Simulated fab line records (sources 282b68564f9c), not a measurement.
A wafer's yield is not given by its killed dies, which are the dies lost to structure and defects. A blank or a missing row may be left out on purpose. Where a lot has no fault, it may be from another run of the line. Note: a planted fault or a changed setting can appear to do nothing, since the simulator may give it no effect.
Which tool is to blame? :: flow rit cmos :: 14 lots, 42 wafers sampled, at 3 steps of a route of 202

== WHAT THE GAUGES SHOWED, per wafer ==
RIT_PSD_OVL_MEAS_06. Usual: for PSD_OVL the level is 0.8 nm and the standard deviation is 1.7.
lot: L680
measured: day 3 03:37
on: overlay-02
PSD_OVL (nm): 0.6 1.1 -0.1
flag: 

lot: L681
measured: day 3 12:29
on: overlay-01
PSD_OVL (nm): 0.4 -0.1 1.3
flag: 

lot: L682
measured: day 3 16:49
on: overlay-02
PSD_OVL (nm): 1.0 0.1 0.6
flag: 

lot: L683
measured: day 3 22:12
on: overlay-01
PSD_OVL (nm): 3.1 4.6 3.9
flag: 

lot: L684
measured: day 4 00:46
on: overlay-02
PSD_OVL (nm): 0.2 -0.6 0.4
flag: 

lot: L686
measured: day 4 12:34
on: overlay-02
PSD_OVL (nm): 0.3 -0.6 0.0
flag: 

lot: L688
measured: day 5 01:46
on: overlay-01
PSD_OVL (nm): 2.5 1.2 2.7
flag: 

lot: L689
measured: day 5 04:17
on: overlay-02
PSD_OVL (nm): 1.5 1.9 0.0
flag: 

lot: L691
measured: day 5 14:55
on: overlay-02
PSD_OVL (nm): 0.5 0.9 0.1
flag: 

lot: L693
measured: day 5 22:44
on: overlay-02
PSD_OVL (nm): 1.3 0.6 -0.3
flag: 

lot: L695
measured: day 6 09:46
on: overlay-02
PSD_OVL (nm): -2.0 -2.8 -1.9
flag: 

lot: L697
measured: day 6 18:28
on: overlay-02
PSD_OVL (nm): -1.2 -1.3 -1.7
flag: 

lot: L700
measured: day 7 11:03
on: overlay-02
PSD_OVL (nm): 0.2 1.6 1.6
flag: 

lot: L702
measured: day 7 20:03
on: overlay-02
PSD_OVL (nm): 0.9 0.6 2.5
flag: 

RIT_PSD_TW_MEAS_10. Usual: for PSD_TW the level is 3428 and the standard deviation is 24.
lot: L680
measured: day 3 04:10
on: film metro-04
PSD_TW: 3404 3415 3393
flag: 

lot: L681
measured: day 3 13:00
on: film metro-04
PSD_TW: 3425 3409 3407
flag: 

lot: L682
measured: day 3 17:19
on: film metro-04
PSD_TW: 3407 3427 3404
flag: 

lot: L683
measured: day 3 22:43
on: film metro-02
PSD_TW: 3438 3452 3457
flag: 

lot: L684
measured: day 4 01:16
on: film metro-02
PSD_TW: 3453 3471 3456
flag: 

lot: L686
measured: day 4 13:05
on: film metro-02
PSD_TW: 3446 3457 3465
flag: 

lot: L688
measured: day 5 02:17
on: film metro-02
PSD_TW: 3437 3432 3444
flag: 

lot: L689
measured: day 5 04:48
on: film metro-01
PSD_TW: 3413 3426 3406
flag: 

lot: L691
measured: day 5 15:26
on: film metro-04
PSD_TW: 3368 3399 3396
flag: 

lot: L693
measured: day 5 23:14
on: film metro-02
PSD_TW: 3411 3412 3423
flag: 

lot: L695
measured: day 6 10:16
on: film metro-02
PSD_TW: 3435 3433 3451
flag: 

lot: L697
measured: day 6 18:59
on: film metro-02
PSD_TW: 3426 3411 3398
flag: 

lot: L700
measured: day 7 11:34
on: film metro-01
PSD_TW: 3426 3413 3435
flag: 

lot: L702
measured: day 7 20:34
on: film metro-04
PSD_TW: 3399 3404 3408
flag: 

== TOOL THAT RAN EACH LOT (tool first, then ch and the chambers of the sampled wafers, then the start) ==
lot: L680
RIT_PSD_STRIP_09: plasma asher-01 ch 0,1, day 3 03:59

lot: L681
RIT_PSD_STRIP_09: plasma asher-03 ch 0,1, day 3 12:49

lot: L682
RIT_PSD_STRIP_09: plasma asher-03 ch 0,1, day 3 17:08

lot: L683
RIT_PSD_STRIP_09: plasma asher-01 ch 0,1, day 3 22:32

lot: L684
RIT_PSD_STRIP_09: plasma asher-04 ch 0,1, day 4 01:05

lot: L686
RIT_PSD_STRIP_09: plasma asher-03 ch 1, day 4 12:55

lot: L688
RIT_PSD_STRIP_09: plasma asher-03 ch 0,1, day 5 02:06

lot: L689
RIT_PSD_STRIP_09: plasma asher-01 ch 0,1, day 5 04:37

lot: L691
RIT_PSD_STRIP_09: plasma asher-01 ch 0,1, day 5 15:15

lot: L693
RIT_PSD_STRIP_09: plasma asher-04 ch 0,1, day 5 23:04

lot: L695
RIT_PSD_STRIP_09: plasma asher-01 ch 0,1, day 6 10:06

lot: L697
RIT_PSD_STRIP_09: plasma asher-03 ch 0,1, day 6 18:50

lot: L700
RIT_PSD_STRIP_09: plasma asher-04 ch 0,1, day 7 11:23

lot: L702
RIT_PSD_STRIP_09: plasma asher-04 ch 0,1, day 7 20:23
- RIT_PSD_STRIP_09: strips in O2, time 180 s.

== AS READ BY THE TOOLS THEMSELVES (means over the sampled wafers that have a number; for cases with no such wafer, the mark the record gives instead) ==
RIT_PSD_STRIP_09. Usual: drypump motor current A 5.6 A, standard deviation 0.35; rf refl power W 5.6 W, standard deviation 2.
lot: L680
tool: plasma asher-01
drypump motor current A (A): 5.8
rf refl power W (W): 5.1
flag: 

lot: L681
tool: plasma asher-03
drypump motor current A (A): 5.5
rf refl power W (W): 4.4
flag: 

lot: L682
tool: plasma asher-03
drypump motor current A (A): 5.5
rf refl power W (W): 4.3
flag: 

lot: L683
tool: plasma asher-01
drypump motor current A (A): 5.7
rf refl power W (W): 5.0
flag: 

lot: L684
tool: plasma asher-04
drypump motor current A (A): 6.1
rf refl power W (W): 8.5
flag: 

lot: L686
tool: plasma asher-03
drypump motor current A (A): 5.4
rf refl power W (W): 4.5
flag: 

lot: L688
tool: plasma asher-03
drypump motor current A (A): 5.4
rf refl power W (W): 4.7
flag: 

lot: L689
tool: plasma asher-01
drypump motor current A (A): 5.6
rf refl power W (W): 6.1
flag: 

lot: L691
tool: plasma asher-01
drypump motor current A (A): 5.7
rf refl power W (W): 5.0
flag: 

lot: L693
tool: plasma asher-04
drypump motor current A (A): 6.2
rf refl power W (W): 8.6
flag: 

lot: L695
tool: plasma asher-01
drypump motor current A (A): 5.7
rf refl power W (W): 5.0
flag: 

lot: L697
tool: plasma asher-03
drypump motor current A (A): 5.5
rf refl power W (W): 4.3
flag: 

lot: L700
tool: plasma asher-04
drypump motor current A (A): 6.1
rf refl power W (W): 8.6
flag: 

lot: L702
tool: plasma asher-04
drypump motor current A (A): 6.1
rf refl power W (W): 8.4
flag: 

== THE ANSWER, worked out from the rows above alone ==
Rule: take the mean of a lot's wafers that have a number; if it is more than 3 standard deviations from the usual mean, the lot is off. A lot without any number at a reading at which 4 lots or more have one is off too. Any other lot the step has rows for is counted as sound. Order of review: gauges by route order, followed by the tools' own readings, for which a lot's mean as printed above is used. At the first step where some lot is off, the reading lying furthest off is the one used; lots without a number count as furthest.
None of the lots is off at any reading shown; this tells nothing.

== WHAT THE SIMULATOR HAD PUT IN ==
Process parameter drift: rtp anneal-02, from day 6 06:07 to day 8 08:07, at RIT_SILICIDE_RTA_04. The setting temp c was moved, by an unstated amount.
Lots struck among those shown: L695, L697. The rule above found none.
